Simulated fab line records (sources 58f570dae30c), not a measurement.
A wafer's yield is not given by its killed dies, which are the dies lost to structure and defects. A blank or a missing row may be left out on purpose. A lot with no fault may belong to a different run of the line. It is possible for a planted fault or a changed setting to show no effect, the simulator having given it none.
Split-lot study | flow berkeley-cmos170 | on a route of 331 steps: 5 lots, 23 wafers read

== ABOUT THE SPLIT ==
At UCB170_FIELD_OXIDATION_01 (target thk 558.3 nm, ox time 7200 s), the setting ox-time-s was moved away from the recipe's 7200 s on 15 of the 23 wafers read, by -4.6% to +11.0%. For the rest of the wafers, this setting stayed at what the recipe calls for.

== FROM THE SPLIT TO THE READING: what the file shows between them, 10 steps ==
- UCB170_FIELD_THK_MEAS_02
- UCB170_FIELD_ANNEAL_03: time 1200 s
- UCB170_FIELD_WET_ETCH_04: etches SiO2 in dHF, time 60 s
- UCB170_FIELD_WET_ETCH_05: etches Si3N4 in H3PO4, time 12600 s
- UCB170_FIELD_WET_ETCH_06: etches SiO2 in BOE, time 22 s
- UCB170_FIELD_THK_MEAS_90
- UCB170_PVT_EXPOSE_03: exposes mask NWELL, target cd 3000 nm (also split here: dose-mj)
- UCB170_PVT_PEB_04
- UCB170_PVT_DEVELOP_05: develop time 45 s
- UCB170_GATE_WET_ETCH_00: etches SiO2 in dHF, time 200 s

== THE READING ==
FIELD_OXIDE_LEFT_2_THK in nanometres, read at UCB170_FIELD_THK_MEAS_91. Typical for fault-free wafers on this fab line: 347 nm, with standard deviation 6.6 nm.

wafer  | tool, chamber at the split | ox-time-s as run, s | against the recipe | FIELD_OXIDE_LEFT_2_THK, nm | against lot-mates on the recipe
L075.1 | -, -                       | 7992                | +11.0%             | 385                        | no lot-mate on the recipe
L075.3 | -, -                       | 7992                | +11.0%             | 393                        | no lot-mate on the recipe
L075.4 | -, -                       | 7992                | +11.0%             | 391                        | no lot-mate on the recipe
L075.5 | -, -                       | 7992                | +11.0%             | 381                        | no lot-mate on the recipe
L075.6 | -, -                       | 7992                | +11.0%             | 386                        | no lot-mate on the recipe
L074.1 | -, -                       | 7200                | recipe             | 357                        | -
L074.2 | -, -                       | 7200                | recipe             | 355                        | -
L074.4 | -, -                       | 7200                | recipe             | 356                        | -
L074.5 | -, -                       | 7200                | recipe             | 358                        | -
L074.6 | -, -                       | 7200                | recipe             | 356                        | -
L079.1 | -, -                       | 7806                | +8.4%              | 374                        | no lot-mate on the recipe
L079.2 | -, -                       | 7806                | +8.4%              | 366                        | no lot-mate on the recipe
L079.3 | -, -                       | 7806                | +8.4%              | 379                        | no lot-mate on the recipe
L079.4 | -, -                       | 7806                | +8.4%              | 378                        | no lot-mate on the recipe
L079.5 | -, -                       | 7806                | +8.4%              | 382                        | no lot-mate on the recipe
L078.1 | furnace-02, 0              | 7200                | recipe             | 346                        | -
L078.4 | furnace-02, 0              | 7200                | recipe             | 334                        | -
L078.5 | furnace-02, 0              | 7200                | recipe             | 342                        | -
L082.1 | -, -                       | 6868                | -4.6%              | 320                        | no lot-mate on the recipe
L082.2 | -, -                       | 6868                | -4.6%              | 328                        | no lot-mate on the recipe
L082.4 | -, -                       | 6868                | -4.6%              | 325                        | no lot-mate on the recipe
L082.5 | -, -                       | 6868                | -4.6%              | 325                        | no lot-mate on the recipe
L082.6 | -, -                       | 6868                | -4.6%              | 328                        | no lot-mate on the recipe

FIT RESULTS
A straight line over all 23 wafers: FIELD_OXIDE_LEFT_2_THK changes by +3.72 nm for each +1% of ox-time-s; r = +0.96; the points scatter about the line by 7.1 nm.
Too few moved wafers have a lot-mate on the recipe to fit a line with each lot's own level taken away.

== THE WHOLE CHAIN: every reading that the file lists as answering this split, in the file's order ==
step                      | what it does                        | reading                                                                            | change (the file's fit)              | r (the file's)
UCB170_FIELD_OXIDATION_01 | target thk 558.3 nm, ox time 7200 s | SiO2_of_FIELD_OXIDATION_01.thk-nm (the simulator's own value, which no gauge read) | +4.12 nm for each +1% of the setting | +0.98
UCB170_FIELD_THK_MEAS_02  |                                     | FIELD_OXIDE_THK                                                                    | +4.12 for each +1% of the setting    | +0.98
UCB170_FIELD_WET_ETCH_06  | etches SiO2 in BOE, time 22 s       | SiO2_of_FIELD_OXIDATION_01.thk-nm (the simulator's own value, which no gauge read) | +4.18 nm for each +1% of the setting | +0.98
UCB170_FIELD_THK_MEAS_90  |                                     | FIELD_OXIDE_LEFT_1_THK                                                             | +4.18 for each +1% of the setting    | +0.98
UCB170_FIELD_THK_MEAS_91  |                                     | FIELD_OXIDE_LEFT_2_THK                                                             | +3.73 for each +1% of the setting    | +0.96

== THE FILE'S OWN FIT ==
FIELD_OXIDE_LEFT_2_THK changes by +3.73 nm for each +1% of ox-time-s, r = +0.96.
